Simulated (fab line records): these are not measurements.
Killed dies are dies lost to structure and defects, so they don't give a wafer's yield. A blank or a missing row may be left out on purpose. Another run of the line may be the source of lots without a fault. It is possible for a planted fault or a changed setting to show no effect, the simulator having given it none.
fab line records	flow rit_cmos
record lots=6	wafers=18	last_day=7
route steps=202 shown FOX2@24 NWELL@28 PWELL@40 WELLDRIVE@50 M1@202
lots that met no fault: from a run of the same line without faults
start_h: hours from the record's opening day to when the first of the lot's shown wafers began	wait_h: hours elapsed since this lot's preceding step	" as in the row above	L1.1+2: one row covering several wafers at once	- no value present, or no start provided	* or withheld: withheld	< > ~ a bound
route shown NAME@n: a module of which the file shows steps, and the number in the route of the first	usual: average and standard deviation across the fault-free wafers	same: alike in all rows	chamber/n: place in a boat	sites: readings site by site	_std_site: standard deviation of those values	_edge_site: mean of outer sites minus mean of inner sites	radius_mm: how far each site lies from the wafer's centre	mask NAME#n: copy n	behind: the most recent tool/chamber to have shaped the wafer	hold: why the lot was held/for how many hours/how that ended	device: the n, p or np transistor that did not switch	end of line: at the end of the route, the tests of the same wafers	step lacking rows: just its recipe	killed: dies that structure and defects cost at the first sort, which is not the same as the wafer's yield	map: shows each die of a wafer: x if killed, . if not, _ if none is there
set.NAME: the run value of the setting; set.NAME@STEP: its run value at that earlier step	model.NAME: the simulator's own value behind a step, which no gauge read
lots seen at some steps along the route; tables by step, rows by wafer
services: from which hour (start_h, from the record's first day; less than 0 if before it) a tool's chamber was out of use, for how many hours, and why
## steps
# step RIT_FOX2_THK_MEAS_01
# recipe reads=SiO2_of_FOX2_OXIDATION_00
# usual FOX2_OXIDE_THK=350/6.2
lot.wafer	tool	chamber	start_h	wait_h	FOX2_OXIDE_THK[nm]
L995.1	film_metro-01	-	18.31	0.0	359
L995.4	"	-	"	"	356
L995.6	"	-	"	"	360
L998.2	film_metro-01	-	33.46	0.0	353
L998.3	"	-	"	"	355
L998.4	"	-	"	"	356
L103.1	film_metro-01	-	58.97	0.0	346
L103.3	"	-	"	"	349
L103.5	"	-	"	"	345
L107.1	film_metro-01	-	78.32	0.0	354
L107.3	"	-	"	"	351
L107.6	"	-	"	"	354
L108.2	film_metro-02	-	83.52	0.0	357
L108.3	"	-	"	"	353
L108.4	"	-	"	"	356
L115.3	film_metro-03	-	118.34	0.0	341
L115.4	"	-	"	"	339
L115.5	"	-	"	"	341
# step RIT_FOX2_CLEAN_02
# recipe chemistry=dHF	dilution=50:1	time_s=174
# step RIT_FOX2_WET_ETCH_03
# recipe chemistry=H3PO4	target=Si3N4	target_depth_nm=195	temp_c=165	time_s=2700
# step RIT_FOX2_THK_MEAS_90
# recipe reads=SiO2_of_FOX2_OXIDATION_00
# usual FIELD_OXIDE_LEFT_1_THK=323/6.2
lot.wafer	tool	chamber	start_h	wait_h	FIELD_OXIDE_LEFT_1_THK[nm]
L995.1	film_metro-01	-	19.19	0.0	333
L995.4	"	-	"	"	330
L995.6	"	-	"	"	333
L998.2	film_metro-02	-	34.48	0.0	326
L998.3	"	-	"	"	329
L998.4	"	-	"	"	329
L103.1	film_metro-01	-	59.85	0.0	319
L103.3	"	-	"	"	322
L103.5	"	-	"	"	318
L107.1	film_metro-03	-	79.27	0.0	327
L107.3	"	-	"	"	324
L107.6	"	-	"	"	327
L108.2	film_metro-01	-	84.41	0.0	330
L108.3	"	-	"	"	326
L108.4	"	-	"	"	329
L115.3	film_metro-01	-	119.29	0.0	314
L115.4	"	-	"	"	312
L115.5	"	-	"	"	315
# step RIT_NWELL_HMDS_00
# recipe prime_time_s=60	prime_temp_c=140
# step RIT_NWELL_COAT_01
# recipe resist=NOVOLAK	spin_rpm=2000	resist_thk_nm=1300
# step RIT_NWELL_SOFTBAKE_02
# recipe resist=NOVOLAK	temp_c=90	time_s=60
# step RIT_NWELL_EXPOSE_03
# recipe mask_id=M2	na=0.57	target_cd_nm=43900	dose_mj=250
# step RIT_NWELL_PEB_04
# recipe resist=NOVOLAK	temp_c=withheld	time_s=withheld
# step RIT_NWELL_DEVELOP_05
# recipe resist=NOVOLAK	develop_time_s=68	dev_temp_c=23
# step RIT_NWELL_OVL_MEAS_06
# usual NWELL_OVL=0.9/1.2
lot.wafer	tool	chamber	start_h	wait_h	NWELL_OVL[nm]
L995.1	overlay-02	-	20.25	-	0.8
L995.4	"	-	"	"	0.8
L995.6	"	-	"	"	1.0
L998.2	overlay-02	-	35.54	-	0.3
L998.3	"	-	"	"	-0.4
L998.4	"	-	"	"	1.1
L103.1	overlay-02	-	60.79	-	1.3
L103.3	"	-	"	"	0.6
L103.5	"	-	"	"	2.3
L107.1	overlay-01	-	80.37	-	-1.3
L107.3	"	-	"	"	-0.8
L107.6	"	-	"	"	-0.3
L108.2	overlay-01	-	85.34	-	2.0
L108.3	"	-	"	"	1.3
L108.4	"	-	"	"	1.7
L115.3	overlay-02	-	120.34	-	0.3
L115.4	"	-	"	"	-0.9
L115.5	"	-	"	"	0.5
# step RIT_NWELL_HARDBAKE_07
# recipe resist=NOVOLAK	temp_c=140	time_s=120
# step RIT_NWELL_IMPLANT_08
# recipe species=P	energy_kev=170	dose_cm2=4.926e+13	tilt_deg=7
# usual beam_energy_keV=170.00/0.049	beam_on_s=9.99/0.21	faraday_current_uA=156/3.3
lot.wafer	tool	chamber	start_h	wait_h	beam_energy_keV	beam_on_s	faraday_current_uA
L995.1	implanter-02	0	20.54	0.2	170.01	10.09	155
L995.4	"	0	"	"	169.99	10.23	154
L995.6	"	0	"	"	170.09	10.11	155
L998.2	implanter-04	0	35.84	0.2	169.96	9.72	161
L998.3	"	0	"	"	170.08	10.07	155
L998.4	"	0	"	"	170.01	9.90	158
L103.1	implanter-01	0	61.08	0.2	169.94	9.58	162
L103.3	"	0	"	"	170.06	10.17	154
L103.5	"	0	"	"	170.02	9.79	160
L107.1	implanter-04	0	80.66	0.2	170.07	8.08	193
L107.3	"	0	"	"	170.04	8.18	190
L107.6	"	0	"	"	170.04	8.00	196
L108.2	implanter-04	0	85.65	0.2	169.97	7.54	206
L108.3	"	0	"	"	170.00	8.01	195
L108.4	"	0	"	"	170.03	7.87	199
L115.3	implanter-01	0	120.67	0.2	169.99	10.08	156
L115.4	"	0	"	"	169.99	9.76	160
L115.5	"	0	"	"	169.98	9.67	162
# step RIT_NWELL_STRIP_09
# recipe chemistry=O2	time_s=180	resist=NOVOLAK	platen_temp_c=withheld	power_w=500	pressure_mtorr=4000	o2_flow_sccm=4000
# usual drypump_motor_current_A=5.7/0.61	o2_flow_sccm=4000/11
lot.wafer	tool	chamber	start_h	wait_h	drypump_motor_current_A	o2_flow_sccm	rf_hours_counter_h
L995.1	plasma_asher-01	0	20.69	0.1	6.4	3996	38
L995.4	"	0	"	"	6.4	3985	-
L995.6	"	1	"	"	5.1	3993	-
L998.2	plasma_asher-02	1	35.97	0.1	4.9	4005	25
L998.3	"	0	"	"	5.1	3998	-
L998.4	"	1	"	"	4.9	3991	-
L103.1	plasma_asher-01	1	61.23	0.1	5.2	3985	43
L103.3	"	0	"	"	6.5	3998	-
L103.5	"	1	"	"	5.2	3983	-
L107.1	plasma_asher-04	1	80.81	0.1	6.4	4016	41
L107.3	"	0	"	"	5.9	4001	-
L107.6	"	0	"	"	5.9	3998	-
L108.2	plasma_asher-04	1	85.77	0.1	6.4	3997	41
L108.3	"	0	"	"	5.8	3998	-
L108.4	"	1	"	"	6.4	3994	-
L115.3	plasma_asher-01	1	120.82	0.1	5.2	3994	-
L115.4	"	0	"	"	6.4	3974	-
L115.5	"	1	"	"	5.2	4004	-
# step RIT_NWELL_TW_MEAS_10
# usual NWELL_TW=2158/11
lot.wafer	tool	chamber	start_h	wait_h	hold	NWELL_TW
L995.1	film_metro-03	-	20.86	0.1	-	2142
L995.4	"	-	"	"	-	2145
L995.6	"	-	"	"	-	2144
L998.2	film_metro-03	-	36.15	0.1	-	2161
L998.3	"	-	"	"	-	2161
L998.4	"	-	"	"	-	2159
L103.1	film_metro-03	-	61.40	0.1	-	2167
L103.3	"	-	"	"	-	2158
L103.5	"	-	"	"	-	2166
L107.1	film_metro-03	-	80.98	0.1	await_dispo/0.2h/release	2003
L107.3	"	-	"	"	await_dispo/0.2h/release	1991
L107.6	"	-	"	"	await_dispo/0.2h/release	1999
L107.1	film_metro-03	-	81.21	0.2	-	2002
L107.3	"	-	"	"	-	2000
L107.6	"	-	"	"	-	1997
L108.2	film_metro-01	-	85.96	0.1	await_dispo/0.2h/release	2017
L108.3	"	-	"	"	await_dispo/0.2h/release	2005
L108.4	"	-	"	"	await_dispo/0.2h/release	2022
L108.2	film_metro-01	-	86.18	0.2	-	2026
L108.3	"	-	"	"	-	2009
L108.4	"	-	"	"	-	2023
L115.3	film_metro-04	-	120.96	0.1	-	2155
L115.4	"	-	"	"	-	2154
L115.5	"	-	"	"	-	2155
# step RIT_PWELL_COAT_01
# recipe resist=NOVOLAK	spin_rpm=2000	resist_thk_nm=1300
# step RIT_PWELL_SOFTBAKE_02
# recipe resist=NOVOLAK	temp_c=90	time_s=60
# step RIT_PWELL_EXPOSE_03
# recipe mask_id=M3	na=0.57	target_cd_nm=43700	dose_mj=250
# step RIT_PWELL_PEB_04
# recipe resist=NOVOLAK	temp_c=withheld	time_s=withheld
# step RIT_PWELL_DEVELOP_05
# recipe resist=NOVOLAK	develop_time_s=68	dev_temp_c=23
# step RIT_PWELL_OVL_MEAS_06
# usual PWELL_OVL=1.4/1.3
lot.wafer	tool	chamber	start_h	wait_h	PWELL_OVL[nm]
L995.1	overlay-01	-	21.93	-	2.4
L995.4	"	-	"	"	2.7
L995.6	"	-	"	"	3.3
L998.2	overlay-02	-	37.16	-	1.4
L998.3	"	-	"	"	1.9
L998.4	"	-	"	"	1.6
L103.1	overlay-02	-	62.47	-	-1.8
L103.3	"	-	"	"	-0.5
L103.5	"	-	"	"	-1.3
L107.1	overlay-01	-	85.14	-	1.8
L107.3	"	-	"	"	1.0
L107.6	"	-	"	"	1.3
L108.2	overlay-02	-	90.40	-	0.8
L108.3	"	-	"	"	2.4
L108.4	"	-	"	"	1.2
L115.3	overlay-01	-	122.05	-	2.3
L115.4	"	-	"	"	-0.3
L115.5	"	-	"	"	0.9
# step RIT_PWELL_HARDBAKE_07
# recipe resist=NOVOLAK	temp_c=140	time_s=120
# step RIT_PWELL_IMPLANT_08
# recipe species=B	energy_kev=167	dose_cm2=7e+13	tilt_deg=7
# step RIT_PWELL_STRIP_09
# recipe chemistry=O2	time_s=180	resist=NOVOLAK	platen_temp_c=withheld	power_w=500	pressure_mtorr=4000	o2_flow_sccm=4000
# usual drypump_motor_current_A=5.6/0.52	o2_flow_sccm=3996/12
lot.wafer	tool	chamber	start_h	wait_h	drypump_motor_current_A	o2_flow_sccm	rf_hours_counter_h
L995.1	plasma_asher-02	0	22.36	0.1	5.1	3999	24
L995.4	"	0	"	"	5.1	4006	-
L995.6	"	0	"	"	5.1	4004	-
L998.2	plasma_asher-02	1	37.59	0.1	4.9	3999	26
L998.3	"	1	"	"	4.9	3970	-
L998.4	"	0	"	"	5.1	4019	-
L103.1	plasma_asher-02	1	62.90	0.1	4.9	3992	28
L103.3	"	1	"	"	4.9	3987	-
L103.5	"	0	"	"	5.1	3992	-
L107.1	plasma_asher-03	1	85.92	0.1	6.0	3993	45
L107.3	"	1	"	"	6.1	3973	-
L107.6	"	1	"	"	6.0	3979	-
L108.2	plasma_asher-04	0	90.83	0.1	5.8	3989	42
L108.3	"	0	"	"	5.8	3992	-
L108.4	"	1	"	"	6.3	3980	-
L115.3	plasma_asher-04	1	122.54	0.1	6.4	4015	-
L115.4	"	0	"	"	5.9	3972	-
L115.5	"	0	"	"	5.9	3984	-
# step RIT_PWELL_TW_MEAS_10
# usual PWELL_TW=961/4.9
lot.wafer	tool	chamber	start_h	wait_h	PWELL_TW
L995.1	film_metro-04	-	22.54	0.1	953
L995.4	"	-	"	"	959
L995.6	"	-	"	"	954
L998.2	film_metro-01	-	37.77	0.1	961
L998.3	"	-	"	"	964
L998.4	"	-	"	"	962
L103.1	film_metro-03	-	63.08	0.1	967
L103.3	"	-	"	"	962
L103.5	"	-	"	"	966
L107.1	film_metro-03	-	86.10	0.1	962
L107.3	"	-	"	"	959
L107.6	"	-	"	"	960
L108.2	film_metro-01	-	91.01	0.1	962
L108.3	"	-	"	"	966
L108.4	"	-	"	"	959
L115.3	film_metro-04	-	122.67	0.1	960
L115.4	"	-	"	"	963
L115.5	"	-	"	"	958
# step RIT_WELLDRIVE_ANNEAL_00
# recipe temp_c=1100	time_s=14700	ambient=N2
# step RIT_WELLDRIVE_RS_MEAS_01
# recipe thk_meas_gauge=four-point-probe
# usual NWELL_RS=278.1/0.75
lot.wafer	tool	chamber	start_h	wait_h	hold	NWELL_RS[ohm/sq]
L995.1	film_metro-01	-	27.68	0.0	-	278.9
L995.4	"	-	"	"	-	278.7
L995.6	"	-	"	"	-	278.9
L998.2	film_metro-01	-	43.58	0.0	-	278.7
L998.3	"	-	"	"	-	277.9
L998.4	"	-	"	"	-	277.6
L103.1	film_metro-01	-	68.22	0.0	-	279.2
L103.3	"	-	"	"	-	279.2
L103.5	"	-	"	"	-	278.4
L107.1	film_metro-04	-	92.14	0.0	await_dispo/0.2h/release	318.7
L107.3	"	-	"	"	await_dispo/0.2h/release	318.6
L107.6	"	-	"	"	await_dispo/0.2h/release	319.9
L107.1	film_metro-04	-	92.54	0.4	-	318.4
L107.3	"	-	"	"	-	320.0
L107.6	"	-	"	"	-	319.8
L108.2	film_metro-04	-	96.35	0.1	await_dispo/0.2h/release	316.4
L108.3	"	-	"	"	await_dispo/0.2h/release	318.6
L108.4	"	-	"	"	await_dispo/0.2h/release	318.4
L108.2	film_metro-04	-	96.77	0.4	-	316.6
L108.3	"	-	"	"	-	318.0
L108.4	"	-	"	"	-	318.1
L115.3	film_metro-01	-	127.84	0.0	-	277.6
L115.4	"	-	"	"	-	278.0
L115.5	"	-	"	"	-	278.0
# step RIT_M1_PROBE_99
# usual defect_limited_yield=97.4/1.2	killed_at_M0_to_M3=0.0/0.12	killed_at_contacts=0.1/0.29	killed_at_front_end=7/3	killed_dies=7/3	killed_open=3.5/2	killed_short=3.4/2	sort_bin_3_pad_short=0.1/0.19	sort_bin_5_function=1.5/0.77	sort_bin_6_memory=1.0/0.7	sort_n_pass=257/3	sort_yield_pct=97.4/1.2
# same gross_dies=264	killed_at_M4_up=0	killed_at_back_side=0	killed_at_other=0
lot.wafer	tool	chamber	start_h	wait_h	defect_limited_yield[%]	killed_at_M0_to_M3	killed_at_contacts	killed_at_front_end	killed_dies	killed_open	killed_short	sort_bin_3_pad_short[%]	sort_bin_5_function[%]	sort_bin_6_memory[%]	sort_n_pass	sort_yield_pct[%]
L995.1	prober-01	-	56.71	0.1	97.0	0	0	8	8	5	3	0	2.3	0.8	256	97.0
L995.4	prober-01	-	56.86	0.2	95.5	0	0	12	12	9	3	0	3.0	1.5	252	95.5
L995.6	prober-01	-	56.96	0.2	95.1	0	1	12	13	6	7	0.8	2.3	1.9	251	95.1
L998.2	prober-02	-	72.09	0.1	96.6	0	0	9	9	7	2	0	2.3	1.1	255	96.6
L998.3	prober-02	-	72.14	0.2	96.6	0	0	9	9	3	6	0	3.0	0.4	255	96.6
L998.4	prober-02	-	72.19	0.2	97.0	0	0	8	8	4	4	0	1.5	1.5	256	97.0
L103.1	prober-01	-	96.33	0.1	96.2	0	0	10	10	7	3	0.4	1.1	2.3	254	96.2
L103.3	prober-01	-	96.43	0.2	97.3	0	0	7	7	4	3	0	1.9	0.8	257	97.3
L103.5	prober-01	-	96.53	0.2	98.5	0	0	4	4	3	1	0	1.1	0.4	260	98.5
L115.3	prober-01	-	156.98	0.2	97.3	0	0	7	7	6	1	0	1.9	0.8	257	97.3
L115.4	prober-01	-	157.03	0.2	95.5	0	0	12	12	7	5	0	1.5	3.0	252	95.5
L115.5	prober-01	-	157.08	0.2	96.2	1	0	9	10	6	4	0	2.7	1.1	254	96.2
# killed by level:class
L995.1 FOX2:geometric_particle:open=2 GATE:geometric_particle:short=2 SPACER:geometric_particle:open=2 FOX2:geometric_particle:short=1 GATE:geometric_particle:open=1
L995.4 GATE:geometric_particle:open=4 FOX2:geometric_particle:short=2 REOX:geometric_particle:open=2 FOX1:geometric_particle:open=1 GATE:geometric_particle:short=1 SPACER:geometric_particle:open=1 SILICIDE:geometric_particle:open=1
L995.6 SPACER:geometric_particle:open=3 SPACER:geometric_particle:short=3 GATE:geometric_particle:short=2 SILICIDE:geometric_particle:open=1 GATE:geometric_particle:open=1 REOX:geometric_particle:open=1 SILICIDE:geometric_particle:short=1 CONTACT:geometric_particle:short=1
L998.2 REOX:geometric_particle:open=3 SPACER:geometric_particle:open=2 FOX2:geometric_particle:open=1 GATE:geometric_particle:short=1 GATE:geometric_particle:open=1 SPACER:geometric_particle:short=1
L998.3 FOX1:geometric_particle:short=3 SILICIDE:geometric_particle:short=2 GATE:geometric_particle:open=1 REOX:geometric_particle:open=1 REOX:geometric_particle:short=1 SPACER:geometric_particle:open=1
L998.4 FOX1:geometric_particle:short=1 GATE:geometric_particle:open=1 GATE:geometric_particle:short=1 REOX:geometric_particle:open=1 SPACER:geometric_particle:short=1 SPACER:geometric_particle:open=1 SILICIDE:geometric_particle:short=1 SILICIDE:geometric_particle:open=1
L103.1 GATE:geometric_particle:open=3 FOX1:geometric_particle:open=2 GATE:geometric_particle:short=2 SILICIDE:geometric_particle:open=1 REOX:geometric_particle:short=1 SPACER:geometric_particle:open=1
L103.3 GATE:geometric_particle:open=2 FOX1:geometric_particle:short=1 REOX:geometric_particle:short=1 REOX:geometric_particle:open=1 SPACER:geometric_particle:open=1 SILICIDE:geometric_particle:short=1
L103.5 FOX1:geometric_particle:open=1 FOX1:geometric_particle:short=1 GATE:geometric_particle:open=1 REOX:geometric_particle:open=1
L115.3 GATE:geometric_particle:open=3 FOX1:geometric_particle:open=1 REOX:geometric_particle:open=1 SILICIDE:geometric_particle:open=1 STARTING-WAFER:geometric_particle:short=1
L115.4 GATE:geometric_particle:open=5 GATE:geometric_particle:short=4 FOX1:geometric_particle:open=1 SILICIDE:geometric_particle:short=1 SILICIDE:geometric_particle:open=1
L115.5 FOX1:geometric_particle:open=2 GATE:geometric_particle:open=2 REOX:geometric_particle:open=2 FOX1:geometric_particle:short=1 GATE:geometric_particle:short=1 SPACER:geometric_particle:short=1 M1:geometric_particle:short=1
## services
tool	chamber	start_h	hours	kind
implanter-02	-	17.30	0.5	repair
implanter-02	-	58.08	7.7	repair
implanter-01	-	77.66	3.2	repair
implanter-04	-	91.54	2.0	repair
implanter-01	-	92.37	6.4	repair
plasma_asher-02	-	106.27	1.4	repair
plasma_asher-01	-	108.75	9.0	pm
plasma_asher-01	0	108.75	9.0	vent_cycle
plasma_asher-01	1	108.75	9.0	vent_cycle
plasma_asher-01	0	117.75	-	clean
plasma_asher-01	1	117.75	-	clean
## key
first_sign step=RIT_NWELL_IMPLANT_08	reading=faraday_current_uA	direction=up	sigmas=12	usual=156	struck=196
effect step=RIT_NWELL_IMPLANT_08	reading=beam_on_s	direction=down	sigmas=9.6	usual=9.99	struck=7.94
effect step=RIT_NWELL_TW_MEAS_10	reading=visit	direction=added
effect step=RIT_NWELL_TW_MEAS_10	reading=NWELL_TW	direction=down	sigmas=14	usual=2158	struck=2006
effect step=RIT_WELLDRIVE_RS_MEAS_01	reading=visit	direction=added
effect step=RIT_WELLDRIVE_RS_MEAS_01	reading=NWELL_RS	direction=up	sigmas=54	usual=278.1	struck=318.4
met_at RIT_NWELL_IMPLANT_08
struck_wafers L107.1,L107.3,L107.6,L108.2,L108.3,L108.4
scrapped_behind RIT_WELLDRIVE_RS_MEAS_01 L107.1,L107.3,L107.6,L108.2,L108.3,L108.4
onset_between 35.84 80.66
fault kind=process_parameter_drift	tool=implanter-04	chamber=-	onset_h=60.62	steps=RIT_NWELL_IMPLANT_08	channel=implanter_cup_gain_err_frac	offset=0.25	shape=step	end_h=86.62
